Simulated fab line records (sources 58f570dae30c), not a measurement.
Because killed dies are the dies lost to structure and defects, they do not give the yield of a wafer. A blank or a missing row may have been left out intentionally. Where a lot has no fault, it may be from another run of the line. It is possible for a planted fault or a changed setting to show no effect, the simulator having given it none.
The tool behind it: which one? -- flow berkeleyCmos170 -- 18 wafers from 6 lots sampled at 2 of the route's 331 steps

== WHAT THE GAUGES SHOWED, per wafer ==
UCB170_M2_OVL_MEAS_16.
lot,measured,on,M2_OVL (nm)
L586,day 7 18:16,overlay-02,6 5 3
L590,day 8 04:02,overlay-01,8 0 2
L601,day 11 02:44,overlay-02,10 9 10
L605,day 11 16:24,overlay-02,6 5 10
L603,day 11 17:05,overlay-02,-6 1 -4
L608,day 12 07:31,overlay-01,7 9 11

== TOOL THAT RAN EACH LOT (tool first, then ch and the chambers of the sampled wafers, then the start) ==
lot,UCB170_M2_STRIP_07
L586,"plasmaAsher-02 ch 0,1, day 7 16:55"
L590,"plasmaAsher-04 ch 0,1, day 8 02:49"
L601,"plasmaAsher-02 ch 0,1, day 11 01:31"
L605,"plasmaAsher-01 ch 0,1, day 11 15:04"
L603,"plasmaAsher-01 ch 0,1, day 11 15:17"
L608,"plasmaAsher-01 ch 0,1, day 12 05:40"
- UCB170_M2_STRIP_07: strips in O2.

== THE ANSWER, worked out from the rows above alone ==
Rule: the lots themselves supply what counts as usual. The widest of any qualifying gaps counts: lots, ordered by their means at a reading, are off when they make up no more than a third of the lots, leave a main group of 4 or more, and stand apart from it by 3 or more times the standard deviation of that group's means. A main group is skipped when, at the precision printed for the reading in the tables above, its means are all equal. Also off: a lot with no number at a reading for which 4 or more lots have one. Any other lot the step has rows for is counted as sound.
Across all readings shown, no lot is off: no conclusion can be drawn from this.

== WHAT HAD BEEN PUT IN BY THE SIMULATOR ==
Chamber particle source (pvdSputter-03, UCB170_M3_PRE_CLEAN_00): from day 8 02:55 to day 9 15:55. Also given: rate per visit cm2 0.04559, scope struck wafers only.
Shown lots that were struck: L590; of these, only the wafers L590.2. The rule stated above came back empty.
